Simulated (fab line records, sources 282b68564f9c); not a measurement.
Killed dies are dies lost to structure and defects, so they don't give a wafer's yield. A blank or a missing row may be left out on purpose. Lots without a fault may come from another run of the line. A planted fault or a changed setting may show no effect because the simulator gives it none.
Split-lot experiment | flow rit_cmos | 5 lots, 23 wafers read, on a route of 202 steps

THE SPLIT
At RIT_CONTACT_COAT_03 (resist thk 1000 nm), the setting spin_rpm was moved away from the recipe's 3250 rpm on 11 of the 23 wafers read, by -3.9% to +3.5%. The other wafers ran this setting at the recipe's value.

The reading is taken at the split's own step.

THE READING
NOVOLAK_of_CONTACT_COAT_03.thk_nm (the simulator's own value, which no gauge read), in nm, at RIT_CONTACT_COAT_03 (resist thk 1000 nm). The file gives no usual value for it. The 12 wafers here that ran the recipe average 1004.4 nm, standard deviation 4.1 nm.

wafer  | tool, chamber at the split | spin_rpm as run, rpm | against the recipe | NOVOLAK_of_CONTACT_COAT_03.thk_nm, nm | against lot-mates on the recipe
L075.1 | litho_track-02, 0          | 3123                 | -3.9%              | 1028                                  | +17.7
L075.2 | litho_track-02, 0          | 3250                 | recipe             | 1013                                  | -
L075.3 | litho_track-02, 0          | 3250                 | recipe             | 1009                                  | -
L075.4 | litho_track-02, 0          | 3250                 | recipe             | 1009                                  | -
L075.5 | litho_track-02, 0          | 3123                 | -3.9%              | 1032                                  | +21.7
L074.1 | litho_track-04, 0          | 3250                 | recipe             | 1004                                  | -
L074.2 | litho_track-04, 0          | 3363                 | +3.5%              | 985.2                                 | -19.3
L074.3 | litho_track-04, 0          | 3250                 | recipe             | 1005                                  | -
L074.4 | litho_track-04, 0          | 3363                 | +3.5%              | 982.9                                 | -21.6
L074.5 | litho_track-04, 0          | 3363                 | +3.5%              | 984.7                                 | -19.8
L077.1 | litho_track-01, 0          | 3316                 | +2.0%              | 995.5                                 | -9.5
L077.2 | litho_track-01, 0          | 3250                 | recipe             | 1006                                  | -
L077.4 | litho_track-01, 0          | 3316                 | +2.0%              | 998.4                                 | -6.6
L077.5 | litho_track-01, 0          | 3250                 | recipe             | 1004                                  | -
L077.6 | litho_track-01, 0          | 3316                 | +2.0%              | 995.2                                 | -9.8
L078.1 | litho_track-01, 0          | 3317                 | +2.1%              | 987.9                                 | -13.1
L078.2 | litho_track-01, 0          | 3250                 | recipe             | 1001                                  | -
L078.4 | litho_track-01, 0          | 3250                 | recipe             | 1001                                  | -
L078.3 | litho_track-01, 0          | 3317                 | +2.1%              | 993.5                                 | -7.5
L078.5 | litho_track-01, 0          | 3317                 | +2.1%              | 989.5                                 | -11.5
L085.4 | litho_track-01, 0          | 3250                 | recipe             | 1001                                  | -
L085.6 | litho_track-01, 0          | 3250                 | recipe             | 1001                                  | -
L085.5 | litho_track-01, 0          | 3250                 | recipe             | 998.8                                 | -

THE FIT
A straight line over all 23 wafers: NOVOLAK_of_CONTACT_COAT_03.thk_nm changes by -6.04 nm for each +1% of spin_rpm; r = -0.95; the points scatter about the line by 3.7 nm.
The same after taking each lot's own level away (the mean of its wafers on the recipe; 23 wafers): -5.25 nm for each +1%; r = -0.98; scatter 1.9 nm.
On that fit, the largest move of spin_rpm shifts the reading by 21 nm.
The lots' own levels span 1000.27 to 1010.33 nm, that is 2.5 times the standard deviation above.
So the lot-to-lot level changes the slope: the two fits differ.
Check: with one of the wafers moved furthest among these (-3.9%) left out of the fit, the line predicts +21.6 nm for it against its lot-mates. It came out at +17.7 nm against them.

OTHER SPLITS ON THESE WAFERS
These wafers also went through other splits before the reading. Each is held against what the fit with the lots' levels taken away leaves over:
other split on the same wafers     | wafers away from the commonest value | r with NOVOLAK_of_CONTACT_COAT_03.thk_nm (lot level and that fit taken away)
RIT_GATE_CVD_08 pressure_mtorr     | 15                                   | +0.25
RIT_GATE_DEVELOP_15 develop_time_s | 4                                    | -0.17
RIT_REOX_CLEAN_00 time_s           | 10                                   | +0.08
RIT_PLDD_COAT_01 resist_thk_nm     | 6                                    | -0.25
RIT_NSD_COAT_01 resist_thk_nm      | 7                                    | +0.04
RIT_NSD_IMPLANT_08 dose_cm2        | 9                                    | -0.19
RIT_SDANNEAL_CLEAN_02 time_s       | 15                                   | -0.09
RIT_SILICIDE_SPUTTER_01 time_s     | 4                                    | +0.53

THE FILE'S OWN FIT
NOVOLAK_of_CONTACT_COAT_03.thk_nm changes by -5.27 nm for each +1% of spin_rpm, r = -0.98.
